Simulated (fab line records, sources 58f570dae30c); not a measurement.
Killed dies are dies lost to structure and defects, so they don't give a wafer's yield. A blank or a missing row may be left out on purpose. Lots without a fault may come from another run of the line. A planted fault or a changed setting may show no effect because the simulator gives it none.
Chamber matching | flow berkeley_cmos170 | UCB170_SPACER_CVD_00 on pecvd-02: 3 sister chambers
The step deposits SiO2 from TEOS/O2, target thk 376 nm, time 47 s. 3 wafers are shown with their chamber, then 7 later ones without.

WAFERS WITH THEIR CHAMBER
wafer  | chamber | heater_power_w (W)
L904.4 | 0       | 284
L906.2 | 1       | 282
L906.4 | 2       | 216

WAFERS WITHOUT THEIR CHAMBER
wafer  | heater_power_w (W)
L906.5 | 226
L913.1 | 234
L913.3 | 212
L913.4 | 256
L914.1 | 154
L914.2 | 213
L914.6 | 185

WHICH CHAMBER EACH WENT THROUGH
wafer  | from the rows above          | in truth
L906.5 | can't be placed: 2 or 1 or 0 | 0
L913.1 | can't be placed: 2 or 1 or 0 | 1
L913.3 | 2                            | 2
L913.4 | can't be placed: 1 or 0 or 2 | 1
L914.1 | 2                            | 2
L914.2 | 2                            | 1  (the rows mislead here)
L914.6 | 2                            | 2
Placed correctly: 3 of 7. Can't be placed from these rows: 3 (the true chamber is among the candidates in 3). Placed wrongly: 1.
How it was worked out, from the rows above alone: a wafer's distance from a chamber is the root of the sum, over the readings, of the square of ((its reading less the chamber's mean) divided by the reading's scatter). The wafer belongs to the nearest chamber; if the next one is less than 2 further off, it can't be placed. A chamber's mean is the mean of its shown wafers. The scatter: with one shown wafer a chamber, the root of the mean of the squares of how far each hidden wafer lies from its nearest shown one.
